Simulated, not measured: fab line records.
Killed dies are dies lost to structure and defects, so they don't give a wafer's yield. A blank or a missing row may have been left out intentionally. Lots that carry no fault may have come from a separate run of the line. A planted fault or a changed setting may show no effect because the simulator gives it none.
A lot that was struck, set against a sound lot ; flow berkeley cmos170 ; 16 steps out of a route of 331
Sound: the wafers L923.2, L923.4, L923.6. Struck: wafer L933.1 (L933.3, L933.5, from the same lot, were not struck and are left out); the cause is given at the end.
Each step with rows lists, per side, the tool, then ch with its chambers, then its first start. Under that, the readings that differ: sound wafers ; struck wafers ; difference of the means ; sigmas: that difference in standard deviations of wafers without a fault.
alike: a reading whose means differ by less than 2 such deviations, as well as words and numbers matching on both sides. not compared: withheld readings; readings where some wafer has no value; bounds like >300 that might hide an equal value; numbers whose values overlap and for which the record gives no deviation.
The two part at a step that has a row with sigmas, a row that says differs or no value, or rows on one side only. Numbers that have no deviation but don't overlap get no sigmas and don't part them. A reading missing from all wafers of one side parts the sides only when that side holds two or more wafers.

first, 5 steps without rows for these wafers: UCB170_M1_COAT_04 (resist thk 900 nm); UCB170_M1_SOFTBAKE_05 (time 60 s); UCB170_M1_EXPOSE_06 (exposes mask METAL1, target cd 700 nm); UCB170_M1_PEB_07; UCB170_M1_DEVELOP_08 (develop time 45 s).
UCB170_M1_CD_MEAS_09: target cd 700 nm.
  struck on cd sem-02, day 9 11:28; sound on cd sem-01, day 7 15:01
  alike: cd nm
UCB170_M1_OVL_MEAS_10:
  struck on overlay-01, day 9 11:35; sound on overlay-01, day 7 15:07
reading;sound;struck;difference;sigmas
M1_OVL (nm);-7 -8 0;7;+12;+2
UCB170_M1_ETCH_11: etches BARC in N2/H2.
  sound on rie diel-02 ch 0,1, day 7 15:08; struck on rie diel-02 ch 2, day 9 11:37
reading;sound;struck;difference;sigmas
oes product au (a.u.);0.969 0.975 0.960;1.012;+0.044;+2
  alike: drypump motor current A, throttle valve pct
UCB170_M1_METAL_ETCH_12: etches Al in Cl2/BCl3, stops on PSG, target depth 780 nm, time 130 s.
  sound on rie metal-01 ch 0,1, day 7 15:11; struck on rie metal-01 ch 1, day 9 11:40
  alike: drypump motor current A, oes product au, throttle valve pct
  not compared: rf hours counter h
UCB170_M1_STRIP_13: strips in O2.
  sound on plasma asher-02 ch 0,1, day 7 15:19; struck on plasma asher-02 ch 0, day 9 11:47
  alike: drypump motor current A, oes product au
  not compared: rf hours counter h
UCB170_M1_CD_MEAS_90: target cd 700 nm.
  struck on cd sem-01, day 9 11:53; sound on cd sem-01, day 7 15:26
  alike: cd nm
then, 1 step without rows for these wafers: UCB170_M1_ANNEAL_14 (time 1200 s).
UCB170_V1_CVD_00: deposits SiO2 from TEOS/O2, target thk 2000 nm, time 250 s.
  sound on pecvd-04 ch 2, day 7 19:19; struck on pecvd-04 ch 0, day 9 17:37
reading;sound;struck;difference;sigmas
heater power w (W);338 249 329;194;-111;-2
rf fwd power W (W);547.0 544.3 548.6;768.0;+221.4;+99 or more
model.SiO2_of_V1_CVD_00.thk nm (nm);1966 2021 2013;2214;+214;
UCB170_V1_THK_MEAS_01:
  struck on film metro-03, day 9 17:46; sound on film metro-03, day 7 19:34
reading;sound;struck;difference;sigmas
V1_TEOS_THK (nm);1966 2020 2013;2213;+213;+7
UCB170_V1_CMP_02: polishes SiO2.
  sound on cmp-01 ch 0,1,2, day 7 20:08; struck on cmp-02 ch 2, day 9 17:49
reading;sound;struck;difference;sigmas
head pressure psi (psi);5.998 5.997 5.965;6.024;+0.037;+3
  alike: motor current A, platen rpm
UCB170_M3_PROBE_99:
  the record holds rows for the sound wafers here (prober-02, day 8 10:16) but none for the struck ones

## WHERE THEY PART
Earliest at UCB170_M1_OVL_MEAS_10; latest, in this record, at UCB170_M3_PROBE_99.

WHY: whatever the simulator had introduced
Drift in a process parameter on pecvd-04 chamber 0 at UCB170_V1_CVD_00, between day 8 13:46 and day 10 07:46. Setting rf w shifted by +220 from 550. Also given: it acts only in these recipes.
